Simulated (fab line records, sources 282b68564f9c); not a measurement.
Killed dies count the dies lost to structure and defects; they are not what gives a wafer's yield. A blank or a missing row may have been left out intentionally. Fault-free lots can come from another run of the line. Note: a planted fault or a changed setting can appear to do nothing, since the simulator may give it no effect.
Which tool was responsible? :: flow ritCmos :: Sampling: 13 lots, 39 wafers, 2 of 202 route steps

## WHAT THE GAUGES SHOWED, per wafer
RIT_SPACER_THK_MEAS_04.
lot: L582
measured: day 2 22:57
on: filmMetro-02
SPACER_NITRIDE_THK (nm): 248.5 249.2 247.8

lot: L583
measured: day 3 04:19
on: filmMetro-01
SPACER_NITRIDE_THK (nm): 251.2 253.1 251.0

lot: L584
measured: day 3 10:43
on: filmMetro-04
SPACER_NITRIDE_THK (nm): 247.6 245.9 246.0

lot: L585
measured: day 3 13:23
on: filmMetro-04
SPACER_NITRIDE_THK (nm): 248.9 248.7 249.2

lot: L587
measured: day 3 23:23
on: filmMetro-02
SPACER_NITRIDE_THK (nm): 245.0 247.8 242.0

lot: L588
measured: day 4 03:47
on: filmMetro-02
SPACER_NITRIDE_THK (nm): 249.0 249.3 248.9

lot: L589
measured: day 4 10:02
on: filmMetro-02
SPACER_NITRIDE_THK (nm): 248.3 248.9 246.7

lot: L591
measured: day 4 20:01
on: filmMetro-04
SPACER_NITRIDE_THK (nm): 248.6 248.3 247.3

lot: L592
measured: day 4 23:57
on: filmMetro-02
SPACER_NITRIDE_THK (nm): 253.2 252.3 251.1

lot: L595
measured: day 5 15:33
on: filmMetro-01
SPACER_NITRIDE_THK (nm): 247.2 247.5 247.7

lot: L596
measured: day 5 19:59
on: filmMetro-02
SPACER_NITRIDE_THK (nm): 340.1 340.0 338.6

lot: L601
measured: day 6 20:03
on: filmMetro-02
SPACER_NITRIDE_THK (nm): 247.1 250.1 249.5

lot: L605
measured: day 7 19:17
on: filmMetro-04
SPACER_NITRIDE_THK (nm): 243.8 244.8 243.3

## WHAT TOOL EACH LOT RAN ON (gives the tool, then ch and the chambers of the sampled wafers, and finally the start)
lot: L582
RIT_SPACER_CVD_03: lpcvd-02 ch 0, day 2 21:02

lot: L583
RIT_SPACER_CVD_03: lpcvd-02 ch 0, day 3 02:22

lot: L584
RIT_SPACER_CVD_03: lpcvd-01 ch 0, day 3 08:47

lot: L585
RIT_SPACER_CVD_03: lpcvd-01 ch 0, day 3 11:28

lot: L587
RIT_SPACER_CVD_03: lpcvd-01 ch 0, day 3 21:28

lot: L588
RIT_SPACER_CVD_03: lpcvd-02 ch 0, day 4 01:51

lot: L589
RIT_SPACER_CVD_03: lpcvd-02 ch 0, day 4 08:06

lot: L591
RIT_SPACER_CVD_03: lpcvd-01 ch 0, day 4 18:05

lot: L592
RIT_SPACER_CVD_03: lpcvd-02 ch 1, day 4 22:02

lot: L595
RIT_SPACER_CVD_03: lpcvd-01 ch 1, day 5 13:37

lot: L596
RIT_SPACER_CVD_03: lpcvd-02 ch 0, day 5 18:04

lot: L601
RIT_SPACER_CVD_03: lpcvd-01 ch 1, day 6 18:08

lot: L605
RIT_SPACER_CVD_03: lpcvd-01 ch 1, day 7 17:22
- RIT_SPACER_CVD_03: deposits Si3N4 from SiH2Cl2/NH3, target thk 250 nm, time 3300 s.

## AS READ BY THE TOOLS THEMSELVES (means over the sampled wafers that have a number; for cases with no such wafer, the mark the record gives instead)
RIT_SPACER_CVD_03.
lot: L582
tool: lpcvd-02
nh3FlowSccm (sccm): 150.0
pressureMtorr (mTorr): 300.9
zonePowerCentrePct (%): 40.8

lot: L583
tool: lpcvd-02
nh3FlowSccm (sccm): 150.2
pressureMtorr (mTorr): 299.8
zonePowerCentrePct (%): 40.9

lot: L584
tool: lpcvd-01
nh3FlowSccm (sccm): 149.5
pressureMtorr (mTorr): 300.3
zonePowerCentrePct (%): 36.6

lot: L585
tool: lpcvd-01
nh3FlowSccm (sccm): 149.9
pressureMtorr (mTorr): 299.5
zonePowerCentrePct (%): 36.6

lot: L587
tool: lpcvd-01
nh3FlowSccm (sccm): 149.8
pressureMtorr (mTorr): 299.8
zonePowerCentrePct (%): 36.4

lot: L588
tool: lpcvd-02
nh3FlowSccm (sccm): 150.5
pressureMtorr (mTorr): 300.2
zonePowerCentrePct (%): 40.8

lot: L589
tool: lpcvd-02
nh3FlowSccm (sccm): 150.0
pressureMtorr (mTorr): 300.0
zonePowerCentrePct (%): 41.4

lot: L591
tool: lpcvd-01
nh3FlowSccm (sccm): 150.4
pressureMtorr (mTorr): 300.3
zonePowerCentrePct (%): 36.7

lot: L592
tool: lpcvd-02
nh3FlowSccm (sccm): 150.2
pressureMtorr (mTorr): 301.0
zonePowerCentrePct (%): 40.7

lot: L595
tool: lpcvd-01
nh3FlowSccm (sccm): 149.7
pressureMtorr (mTorr): 300.2
zonePowerCentrePct (%): 38.2

lot: L596
tool: lpcvd-02
nh3FlowSccm (sccm): 225.4
pressureMtorr (mTorr): 299.9
zonePowerCentrePct (%): 41.0

lot: L601
tool: lpcvd-01
nh3FlowSccm (sccm): 150.3
pressureMtorr (mTorr): 299.6
zonePowerCentrePct (%): 38.6

lot: L605
tool: lpcvd-01
nh3FlowSccm (sccm): 150.4
pressureMtorr (mTorr): 300.3
zonePowerCentrePct (%): 37.7

## THE ANSWER, worked out from the rows above alone
Rule: the lots themselves supply what counts as usual. The widest of any qualifying gaps counts: lots, ordered by their means at a reading, are off when they make up no more than a third of the lots, leave a main group of 4 or more, and stand apart from it by 3 or more times the standard deviation of that group's means. A main group is skipped when, at the precision printed for the reading in the tables above, its means are all equal. A lot without any number at a reading at which 4 lots or more have one is off too. Where the step has rows for the other lots, those lots are counted as sound. First the gauges in route order, then the tools' own readings, where a lot's mean is used as printed above. The first step at which some lot is off is used, and at that step the reading that is off furthest; a lot without a number counts as furthest.
Off: L596, at RIT_SPACER_THK_MEAS_04 (SPACER_NITRIDE_THK). Main group: mean 248.2 nm, sd 2.3.
If a tool, at a process step before that reading, ran all the lots that are off and no sound lot after the first of them, it fits. Not tried: the gauges at RIT_SPACER_THK_MEAS_04; whatever is off there is also off at RIT_SPACER_CVD_03, on other tools, and gauge error can't account for it. One fits: lpcvd-02 at RIT_SPACER_CVD_03. A fault onset in the window from L592 (day 4 22:02, its last sound lot) to L596 (day 5 18:04, its first lot off) fits.
The tool's own readings at RIT_SPACER_CVD_03 bear it out: on the lots that are off they differ by more than 5 times the standard deviation of the sound lots' means. nh3FlowSccm reads 225.4 sccm there against 150.1 sccm on the sound lots.

## WHAT THE SIMULATOR PUT IN
lpcvd-02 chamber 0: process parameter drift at RIT_SPACER_CVD_03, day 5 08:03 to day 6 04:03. A move of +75 in setting nh3FlowSccm, from 150. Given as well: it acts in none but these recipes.
Lots struck among those shown: L596. The rule above found the same.
